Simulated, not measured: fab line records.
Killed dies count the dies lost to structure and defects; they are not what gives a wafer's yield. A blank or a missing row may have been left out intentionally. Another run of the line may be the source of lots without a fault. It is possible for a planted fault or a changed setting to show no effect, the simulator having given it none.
Struck lot and sound lot, side by side | flow rit_cmos | 17 out of 202 route steps
Sound: the wafers L583.1, L583.3, L583.6. Wafers struck: L576.1, L576.4, L576.6. At the end, the cause is stated.
Per side, at each step with rows, come the tool, then ch with its chambers, and then its first start. Under that, the readings that differ: sound wafers | struck wafers | difference of the means | sigmas: that difference in standard deviations of wafers without a fault.
alike: a reading whose means differ by less than 2 such deviations, as well as words and numbers matching on both sides. not compared: withheld readings; readings where some wafer has no value; bounds like >300 that might hide an equal value; numbers whose values overlap and for which the record gives no deviation.
The two part at a step that has a row with sigmas, a row that says differs or no value, or rows on one side only. When numbers do not overlap yet have no deviation, they are printed without sigmas and do not part them. A reading missing from all wafers of one side parts the sides only when that side holds two or more wafers.

RIT_ACTIVE_BOW_MEAS_00:
  sound: film_metro-04 at day 6 00:00; struck: film_metro-04 at day 4 13:00
  alike: INCOMING_BOW
then, 1 step without rows for these wafers: RIT_ACTIVE_OXIDATION_01 (target thk 46.8 nm, ox time 3200 s).
RIT_ACTIVE_THK_MEAS_02:
  sound: film_metro-02 at day 6 02:07; struck: film_metro-02 at day 4 15:03
  alike: ACTIVE_OXIDE_THK
RIT_ACTIVE_CVD_03: deposits Si3N4 from SiH2Cl2/NH3, target thk 150 nm, time 1500 s.
  sound on lpcvd-02 ch 1, day 6 02:10; struck on lpcvd-02 ch 1, day 4 15:07
  no value came back on the struck wafers for nh3_flow_sccm (sccm), pressure_mtorr (mTorr), zone_power_source_pct (%); on the sound wafers nh3_flow_sccm (sccm) reads 149.7 150.7 150.0
then, 6 steps without rows for these wafers: RIT_ACTIVE_HMDS_05 (prime time 60 s); RIT_ACTIVE_COAT_06 (resist thk 1000 nm); RIT_ACTIVE_SOFTBAKE_07 (time 60 s); RIT_ACTIVE_EXPOSE_08 (exposes mask M1, target cd 1400 nm); RIT_ACTIVE_PEB_09; RIT_ACTIVE_DEVELOP_10 (develop time 51 s).
RIT_ACTIVE_CD_MEAS_11: the cd target is 1400 nm.
  sound: cd_sem-01 at day 6 04:29; struck: cd_sem-01 at day 4 17:34
  alike: cd_nm
then, 1 step without rows for these wafers: RIT_ACTIVE_HARDBAKE_12 (time 60 s).
RIT_ACTIVE_ETCH_13: etches Si3N4 in SF6, stops on SiO2, time 210 s, target depth 210 nm.
  sound on rie_diel-01 ch 0,2, day 6 04:46; struck on rie_diel-03 ch 0,1,3, day 4 17:50
  reading                  | sound             | struck      | difference | sigmas
  model.etch.depth_nm (nm) | 147.2 148.8 149.9 | 150 150 150 | +1         |
  alike: drypump_motor_current_A, oes_product_au, throttle_valve_pct
  not compared: rf_hours_counter_h, model.ACTIVE.feature_depth_nm
RIT_ACTIVE_STRIP_14: strips in O2, time 180 s.
  sound on plasma_asher-02 ch 0,1, day 6 04:54; struck on plasma_asher-04 ch 1, day 4 17:58
  alike: drypump_motor_current_A, rf_refl_power_W
  not compared: rf_hours_counter_h
RIT_ACTIVE_CD_MEAS_90: the cd target is 1400 nm.
  sound: cd_sem-01 at day 6 05:04; struck: cd_sem-01 at day 4 18:08
  reading    | sound                | struck | difference                    | sigmas
  cd_nm (nm) | 1399.7 1400.1 1399.8 | - - -  | no value on the struck wafers |
then, 1 step without rows for these wafers: RIT_ACTIVE_CLEAN_15 (cleans in SC1, time 600 s).
RIT_M1_PROBE_99:
  sound: prober-01 at day 8 02:59; struck: prober-01 at day 6 12:14
  reading             | sound  | struck      | difference | sigmas
  killed_at_front_end | 3 10 7 | 264 264 263 | +257       | +86
  killed_dies         | 3 10 7 | 264 264 264 | +257       | +83
  killed_on_rim       | 1 3 2  | 70 70 70    | +68        | +52
  alike: killed_at_M0_to_M3, killed_at_contacts, killed_open, killed_short

## WHERE THEY PART
Earliest at RIT_ACTIVE_CVD_03; latest, in this record, at RIT_M1_PROBE_99.

WHY: whatever the simulator had introduced
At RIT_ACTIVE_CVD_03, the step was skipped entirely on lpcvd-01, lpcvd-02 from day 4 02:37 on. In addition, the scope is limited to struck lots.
